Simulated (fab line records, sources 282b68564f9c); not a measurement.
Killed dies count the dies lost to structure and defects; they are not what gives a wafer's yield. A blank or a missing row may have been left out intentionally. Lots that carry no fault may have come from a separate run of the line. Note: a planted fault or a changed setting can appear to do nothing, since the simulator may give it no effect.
fab line records + flow rit_cmos
record
- lots=6
- wafers=18
- last_day=7
route steps=202 shown CONTACT@170
lots untouched by any fault: they come from a run of this same line in which no faults occurred
start_h: start of the lot's first displayed wafer, in hours after the record's first day + wait_h: hours since the lot's step before + " same as the row above + L1.1+2: a row that stands for several wafers + - no value present, or no start provided + * or withheld: withheld + < > ~ a bound
route shown NAME@n: names a module that has steps shown in the file, with the first one's number in the route + usual: the fault-free wafers' mean and standard deviation + same: alike in all rows + chamber/n: place in a boat + sites: per-site readings + _std_site: standard deviation of those values + _edge_site: the outer-site mean with the inner-site mean subtracted + radius_mm: for every site, how far away it sits from the centre of the wafer + mask NAME#n: copy n + behind: the most recent tool/chamber to have shaped the wafer + hold: cause of the lot's hold/its duration in hours/its outcome + device: the n, p or np transistor that did not switch + end of line: the tests these same wafers got at the end of their route + step lacking rows: just its recipe + killed: count of dies lost to structure and defects at first sort (not the wafer's yield) + map: a wafer's dies, x killed, . not, _ none there
set.NAME: the setting as run; set.NAME@STEP: as run at that earlier step + model.NAME: the simulator's own value behind a step, which no gauge read
certain route steps with their lots: each step a table, each wafer a row
services: from which hour (start_h, from the record's first day; less than 0 if before it) a tool's chamber was out of use, for how many hours, and why
## steps
# step RIT_CONTACT_HMDS_02
# recipe
- prime_time_s=60
- prime_temp_c=140
# step RIT_CONTACT_COAT_03
# recipe
- resist=NOVOLAK
- spin_rpm=3250
- resist_thk_nm=1009
# step RIT_CONTACT_SOFTBAKE_04
# recipe
- resist=NOVOLAK
- temp_c=90
- time_s=60
# step RIT_CONTACT_EXPOSE_05
# recipe
- mask_id=M11
- na=0.6
- source_shape=conventional
- sigma_outer=0.5
- target_cd_nm=1000
- dose_mj=250
# step RIT_CONTACT_PEB_06
# recipe
- resist=NOVOLAK
- temp_c=withheld
- time_s=withheld
# step RIT_CONTACT_DEVELOP_07
# recipe
- resist=NOVOLAK
- develop_time_s=120
- dev_temp_c=23
# step RIT_CONTACT_CD_MEAS_08
# recipe
- target_cd_nm=1000
# usual
- cd_nm=1000.7/2.1
| lot.wafer | tool      | chamber | start_h | wait_h | cd_nm  |
|-----------|-----------|---------|---------|--------|--------|
| L204.2    | cd_sem-01 | -       | 68.07   | -      | 1001.1 |
| L204.3    | "         | -       | "       | "      | 999.0  |
| L204.6    | "         | -       | "       | "      | 999.2  |
| L212.1    | cd_sem-02 | -       | 114.64  | -      | 1000.7 |
| L212.3    | "         | -       | "       | "      | 1002.6 |
| L212.6    | "         | -       | "       | "      | 1002.9 |
| L215.4    | cd_sem-02 | -       | 123.04  | -      | 999.6  |
| L215.5    | "         | -       | "       | "      | 1001.6 |
| L215.6    | "         | -       | "       | "      | 1002.2 |
| L219.2    | cd_sem-01 | -       | 145.51  | -      | 1003.2 |
| L219.3    | "         | -       | "       | "      | 1003.4 |
| L219.6    | "         | -       | "       | "      | 1003.4 |
| L221.1    | cd_sem-01 | -       | 157.86  | -      | 1000.1 |
| L221.3    | "         | -       | "       | "      | 1001.7 |
| L221.5    | "         | -       | "       | "      | 999.1  |
| L224.1    | cd_sem-01 | -       | 171.12  | -      | 999.5  |
| L224.3    | "         | -       | "       | "      | 997.4  |
| L224.6    | "         | -       | "       | "      | 996.2  |
# step RIT_CONTACT_OVL_MEAS_09
# usual
- CONTACT_OVL=0.5/1.1
| lot.wafer | tool       | chamber | start_h | wait_h | CONTACT_OVL[nm] |
|-----------|------------|---------|---------|--------|-----------------|
| L204.2    | overlay-02 | -       | 68.17   | 0.1    | 0.1             |
| L204.3    | "          | -       | "       | "      | 1.4             |
| L204.6    | "          | -       | "       | "      | -0.2            |
| L212.1    | overlay-01 | -       | 114.76  | 0.1    | 1.3             |
| L212.3    | "          | -       | "       | "      | 0.7             |
| L212.6    | "          | -       | "       | "      | 0.5             |
| L215.4    | overlay-01 | -       | 123.12  | 0.1    | 0.1             |
| L215.5    | "          | -       | "       | "      | -1.6            |
| L215.6    | "          | -       | "       | "      | 0.5             |
| L219.2    | overlay-02 | -       | 145.61  | 0.1    | -0.9            |
| L219.3    | "          | -       | "       | "      | -0.3            |
| L219.6    | "          | -       | "       | "      | -0.4            |
| L221.1    | overlay-02 | -       | 157.98  | 0.1    | -0.6            |
| L221.3    | "          | -       | "       | "      | 1.3             |
| L221.5    | "          | -       | "       | "      | 0.1             |
| L224.1    | overlay-02 | -       | 171.24  | 0.1    | 2.4             |
| L224.3    | "          | -       | "       | "      | -1.0            |
| L224.6    | "          | -       | "       | "      | 0.3             |
# step RIT_CONTACT_HARDBAKE_10
# recipe
- resist=NOVOLAK
- temp_c=140
- time_s=60
# step RIT_CONTACT_ETCH_11
# recipe
- target_depth_a=4800
- over_etch_frac=0.2
- stop_on=TiSi2
- chemistry=CHF3/CF4/Ar
- target=SiO2
- CHF3_flow_sccm=50
- cf4_flow_sccm=10
- Ar_flow_sccm=100
- O2_flow_sccm=5
- pressure_mtorr=100
- rf_w=207.2
- time_s=320
# usual
- cf4_flow_sccm=9.997/0.026
- drypump_motor_current_A=5.9/0.42
- oes_product_au=0.994/0.019
- throttle_valve_pct=8.86/0.09
| lot.wafer | tool        | chamber | start_h | wait_h | cf4_flow_sccm | drypump_motor_current_A | oes_product_au | rf_hours_counter_h | throttle_valve_pct |
|-----------|-------------|---------|---------|--------|---------------|-------------------------|----------------|--------------------|--------------------|
| L204.2    | rie_diel-02 | 1       | 68.35   | 0.1    | 10.029        | 5.6                     | 1.027          | 98                 | 8.77               |
| L204.3    | "           | 0       | "       | "      | 9.984         | 5.4                     | 1.004          | 91                 | 8.91               |
| L204.6    | "           | 2       | "       | "      | 9.978         | 5.9                     | 0.988          | -                  | 8.96               |
| L212.1    | rie_diel-03 | 3       | 114.95  | 0.1    | 10.020        | 6.4                     | 0.964          | 20                 | 8.87               |
| L212.3    | "           | 2       | "       | "      | 9.978         | 5.3                     | 0.987          | 7                  | 8.82               |
| L212.6    | "           | 3       | "       | "      | 9.999         | 6.4                     | 0.966          | -                  | 8.87               |
| L215.4    | rie_diel-02 | 1       | 123.34  | 0.1    | 9.982         | 5.6                     | 1.021          | 99                 | 8.77               |
| L215.5    | "           | 0       | "       | "      | 10.008        | 5.5                     | 1.002          | -                  | 8.92               |
| L215.6    | "           | 1       | "       | "      | 10.001        | 5.6                     | 1.027          | -                  | 8.77               |
| L219.2    | rie_diel-03 | 2       | 145.79  | 0.1    | 9.979         | 5.3                     | 0.992          | 8                  | 8.85               |
| L219.3    | "           | 1       | "       | "      | 10.008        | 6.8                     | 0.984          | 0                  | 8.95               |
| L219.6    | "           | 1       | "       | "      | 10.004        | 6.8                     | 0.993          | -                  | 8.97               |
| L221.1    | rie_diel-02 | 1       | 158.17  | 0.1    | 9.996         | 5.6                     | 1.030          | 100                | 8.78               |
| L221.3    | "           | 2       | "       | "      | 10.062        | 6.0                     | 0.979          | 21                 | 8.96               |
| L221.5    | "           | 1       | "       | "      | 9.946         | 5.6                     | 1.023          | -                  | 8.76               |
| L224.1    | rie_diel-04 | 3       | 171.65  | 0.1    | 9.990         | 5.8                     | 0.991          | 37                 | 8.90               |
| L224.3    | "           | 0       | "       | "      | 9.986         | 5.6                     | 1.006          | 53                 | 8.77               |
| L224.6    | "           | 2       | "       | "      | 9.965         | 6.2                     | 0.984          | -                  | 8.78               |
# step RIT_CONTACT_STRIP_12
# recipe
- chemistry=O2
- time_s=180
- resist=NOVOLAK
- platen_temp_c=withheld
- power_w=500
- pressure_mtorr=4000
- o2_flow_sccm=4000
# usual
- drypump_motor_current_A=5.8/0.59
| lot.wafer | tool            | chamber | start_h | wait_h | drypump_motor_current_A | rf_hours_counter_h |
|-----------|-----------------|---------|---------|--------|-------------------------|--------------------|
| L204.2    | plasma_asher-01 | 0       | 68.55   | 0.1    | 5.2                     | 44                 |
| L204.3    | "               | 1       | "       | "      | 6.4                     | -                  |
| L204.6    | "               | 0       | "       | "      | 5.2                     | -                  |
| L212.1    | plasma_asher-01 | 1       | 115.14  | 0.1    | 6.5                     | 50                 |
| L212.3    | "               | 1       | "       | "      | 6.5                     | -                  |
| L212.6    | "               | 1       | "       | "      | 6.5                     | -                  |
| L215.4    | plasma_asher-04 | 1       | 123.59  | 0.2    | 5.8                     | -                  |
| L215.5    | "               | 1       | "       | "      | 5.8                     | -                  |
| L215.6    | "               | 0       | "       | "      | 6.0                     | -                  |
| L219.2    | plasma_asher-01 | 1       | 145.99  | 0.1    | 6.5                     | 54                 |
| L219.3    | "               | 1       | "       | "      | 6.5                     | -                  |
| L219.6    | "               | 0       | "       | "      | 5.2                     | -                  |
| L221.1    | plasma_asher-03 | 1       | 158.36  | 0.1    | 4.9                     | 30                 |
| L221.3    | "               | 0       | "       | "      | 6.4                     | -                  |
| L221.5    | "               | 0       | "       | "      | 6.4                     | -                  |
| L224.1    | plasma_asher-04 | 1       | 171.84  | 0.1    | 5.8                     | 58                 |
| L224.3    | "               | 0       | "       | "      | 6.0                     | -                  |
| L224.6    | "               | 0       | "       | "      | 6.0                     | -                  |
# step RIT_CONTACT_CD_MEAS_90
# recipe
- target_cd_nm=1000
# usual
- cd_nm=1001.0/2.2
| lot.wafer | tool      | chamber | start_h | wait_h | cd_nm  |
|-----------|-----------|---------|---------|--------|--------|
| L204.2    | cd_sem-02 | -       | 68.74   | 0.1    | 1001.4 |
| L204.3    | "         | -       | "       | "      | 999.2  |
| L204.6    | "         | -       | "       | "      | 999.0  |
| L212.1    | cd_sem-01 | -       | 115.32  | 0.1    | 1001.8 |
| L212.3    | "         | -       | "       | "      | 1002.6 |
| L212.6    | "         | -       | "       | "      | 1003.5 |
| L215.4    | cd_sem-01 | -       | 123.77  | 0.1    | 1000.1 |
| L215.5    | "         | -       | "       | "      | 1001.8 |
| L215.6    | "         | -       | "       | "      | 1003.4 |
| L219.2    | cd_sem-01 | -       | 146.18  | 0.1    | 1002.7 |
| L219.3    | "         | -       | "       | "      | 1003.6 |
| L219.6    | "         | -       | "       | "      | 1003.7 |
| L221.1    | cd_sem-01 | -       | 158.54  | 0.1    | 1000.2 |
| L221.3    | "         | -       | "       | "      | 1001.3 |
| L221.5    | "         | -       | "       | "      | 999.6  |
| L224.1    | cd_sem-02 | -       | 172.01  | 0.1    | 1000.1 |
| L224.3    | "         | -       | "       | "      | 997.4  |
| L224.6    | "         | -       | "       | "      | 996.4  |
# step RIT_CONTACT_CLEAN_13
# recipe
- chemistry=SC1
- mix=3:3:50
- time_s=600
- temp_c=75
# usual
- run_length_s=628/4
| lot.wafer | tool         | chamber | start_h | wait_h | run_length_s |
|-----------|--------------|---------|---------|--------|--------------|
| L204.2    | wet_bench-01 | 3       | 68.84   | 0.1    | 627          |
| L204.3    | "            | 3       | "       | "      | 627          |
| L204.6    | "            | 3       | "       | "      | 627          |
| L212.1    | wet_bench-01 | 3       | 115.44  | 0.1    | 1073         |
| L212.3    | "            | 3       | "       | "      | 1073         |
| L212.6    | "            | 3       | "       | "      | 1073         |
| L215.4    | wet_bench-01 | 1       | 123.83  | 0.0    | 1071         |
| L215.5    | "            | 1       | "       | "      | 1071         |
| L215.6    | "            | 1       | "       | "      | 1071         |
| L219.2    | wet_bench-02 | 2       | 146.28  | 0.1    | 626          |
| L219.3    | "            | 2       | "       | "      | 626          |
| L219.6    | "            | 2       | "       | "      | 626          |
| L221.1    | wet_bench-03 | 0       | 158.66  | 0.1    | 633          |
| L221.3    | "            | 0       | "       | "      | 633          |
| L221.5    | "            | 0       | "       | "      | 633          |
| L224.1    | wet_bench-02 | 1       | 172.13  | 0.1    | 625          |
| L224.3    | "            | 1       | "       | "      | 625          |
| L224.6    | "            | 1       | "       | "      | 625          |
# step RIT_CONTACT_CLEAN_14
# recipe
- chemistry=SC2
- mix=3:3:50
- time_s=600
- temp_c=75
- dry=n2_spin
## services
| tool            | chamber | start_h | hours | kind           |
|-----------------|---------|---------|-------|----------------|
| rie_diel-04     | 2       | 54.72   | 5.8   | repair         |
| rie_diel-02     | 3       | 67.37   | 15.7  | repair         |
| rie_diel-03     | 1       | 68.17   | 6.2   | repair         |
| rie_diel-03     | 0       | 68.49   | 5.7   | repair         |
| wet_bench-03    | -       | 79.36   | 2.7   | repair         |
| rie_diel-03     | -       | 85.58   | 0.6   | repair         |
| rie_diel-03     | 2       | 96.21   | 16.5  | repair         |
| plasma_asher-03 | -       | 99.91   | 28.1  | pm             |
| wet_bench-03    | -       | 111.24  | 2.2   | repair         |
| rie_diel-03     | 1       | 112.70  | -     | clean          |
| rie_diel-03     | 1       | 112.70  | 15.8  | scheduled_down |
| rie_diel-03     | 1       | 112.70  | 15.8  | vent_cycle     |
| rie_diel-03     | 3       | 121.65  | 1.3   | repair         |
| rie_diel-04     | -       | 126.30  | 2.6   | repair         |
| plasma_asher-01 | -       | 129.07  | 1.5   | repair         |
| plasma_asher-03 | -       | 136.23  | 5.4   | repair         |
| rie_diel-03     | 3       | 139.45  | 32.5  | repair         |
| rie_diel-04     | 1       | 146.57  | -     | clean          |
| rie_diel-04     | 1       | 146.57  | 12.2  | scheduled_down |
| rie_diel-04     | 1       | 146.57  | 12.2  | vent_cycle     |
| rie_diel-03     | -       | 148.19  | 2.8   | pm             |
| rie_diel-04     | -       | 149.86  | 0.8   | repair         |
| plasma_asher-04 | -       | 166.80  | 0.8   | repair         |
## key
first_sign
- step=RIT_CONTACT_CLEAN_13
- reading=run_length_s
- direction=up
- sigmas=99+
- usual=*
- struck=*
effect none on later readings
met_at RIT_CONTACT_CLEAN_13
struck_wafers L212.1,L212.3,L212.6,L215.4,L215.5,L215.6
tester_left_out L212,L215
onset_between 68.84 115.44
fault
- kind=process_parameter_drift
- tool=wet_bench-01
- chamber=-
- onset_h=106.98
- steps=RIT_CONTACT_CLEAN_13
- channel=time_s
- offset=*
- shape=step
- end_h=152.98
- acts_in=*
- stated=*
# tester_left_out: of these lots the tester's yield and bins aren't shown, on N5 and GAA mostly nor the transistor test; their killed dies are dies lost to structure and defects alone, not to doping, threshold or leakage, so they don't give the yield
